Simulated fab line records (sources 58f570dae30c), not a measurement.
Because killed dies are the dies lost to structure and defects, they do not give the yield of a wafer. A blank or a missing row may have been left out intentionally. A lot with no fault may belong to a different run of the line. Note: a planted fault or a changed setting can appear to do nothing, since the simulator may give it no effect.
Split-lot experiment	flow berkeleyCmos170	5 lots, 23 wafers read, on a route of 331 steps

== SPLIT DETAILS ==
At UCB170_NWELL_IMPLANT_14, the setting energyKev was moved away from the recipe's 150 on 6 of the 23 wafers read, by -3.3% to +5.4%. The other wafers ran this setting at the recipe's value.

Reading taken at the split's own step.

== THE READING ==
In nm, at UCB170_NWELL_IMPLANT_14: implant.drpNm, which is the simulator's own figure and was read by no gauge. The file gives no usual value for it.

wafer	tool, chamber at the split	energyKev as run	against the recipe	implant.drpNm, nm	against lot-mates on the recipe
L074.1	implanter-01, 0	145	-3.3%	61.09	-1.63
L074.6	implanter-01, 0	145	-3.3%	61.09	-1.63
L074.2	implanter-01, 0	150	recipe	62.72	-
L074.3	implanter-01, 0	150	recipe	62.72	-
L074.5	implanter-01, 0	150	recipe	62.72	-
L075.1	implanter-01, 0	150	recipe	62.72	-
L075.2	implanter-01, 0	150	recipe	62.72	-
L075.4	implanter-01, 0	150	recipe	62.72	-
L075.5	implanter-01, 0	150	recipe	62.72	-
L075.6	implanter-01, 0	150	recipe	62.72	-
L079.2	implanter-01, 0	150	recipe	62.72	-
L079.3	implanter-01, 0	150	recipe	62.72	-
L079.4	implanter-01, 0	150	recipe	62.72	-
L081.1	implanter-04, 0	150	recipe	62.72	-
L081.2	implanter-04, 0	150	recipe	62.72	-
L081.3	implanter-04, 0	150	recipe	62.72	-
L081.4	implanter-04, 0	158.1	+5.4%	65.24	+2.52
L081.6	implanter-04, 0	158.1	+5.4%	65.24	+2.52
L082.1	implanter-01, 0	158	+5.3%	65.21	+2.49
L082.4	implanter-01, 0	158	+5.3%	65.21	+2.49
L082.2	implanter-01, 0	150	recipe	62.72	-
L082.3	implanter-01, 0	150	recipe	62.72	-
L082.6	implanter-01, 0	150	recipe	62.72	-

FIT RESULTS
A straight line over all 23 wafers: implant.drpNm changes by +0.471 nm for each +1% of energyKev; r = +1.00; the points scatter about the line by 0.019 nm.
The same after taking each lot's own level away (the mean of its wafers on the recipe; 23 wafers): +0.471 nm for each +1%; r = +1.00; scatter 0.019 nm.
On that fit, the largest move of energyKev shifts the reading by 2.5 nm.
The lots' own levels span 62.720 to 62.720 nm.
The two slopes agree, so the slope changes little with the lot-to-lot level.
Check: for one of the wafers moved furthest among these (+5.4%), held out of the fit, the line's prediction against its lot-mates is +2.54 nm. Against them it came out at +2.52 nm.

== FURTHER SPLITS ON THESE WAFERS ==
These wafers also went through other splits before the reading. Each is held against what the fit with the lots' levels taken away leaves over:
other split on the same wafers	wafers away from the commonest value	r with implant.drpNm (lot level and that fit taken away)
UCB170_START_OXIDATION_02 oxTimeS	15	+0.15
UCB170_ZERO_COAT_01 spinRpm	8	+0.17

== THE WHOLE CHAIN: every reading that the file lists as answering this split, in the file's order ==
step	what it does	reading	change (the file's fit)	r (the file's)
UCB170_NWELL_IMPLANT_14		implant.rpNm (the simulator's own value, which no gauge read)	+1.95 nm for each +1% of the setting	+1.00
UCB170_NWELL_IMPLANT_14		implant.drpNm (the simulator's own value, which no gauge read)	+0.47 nm for each +1% of the setting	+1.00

== FILE'S OWN FIT ==
implant.drpNm changes by +0.47 nm for each +1% of energyKev, r = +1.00.
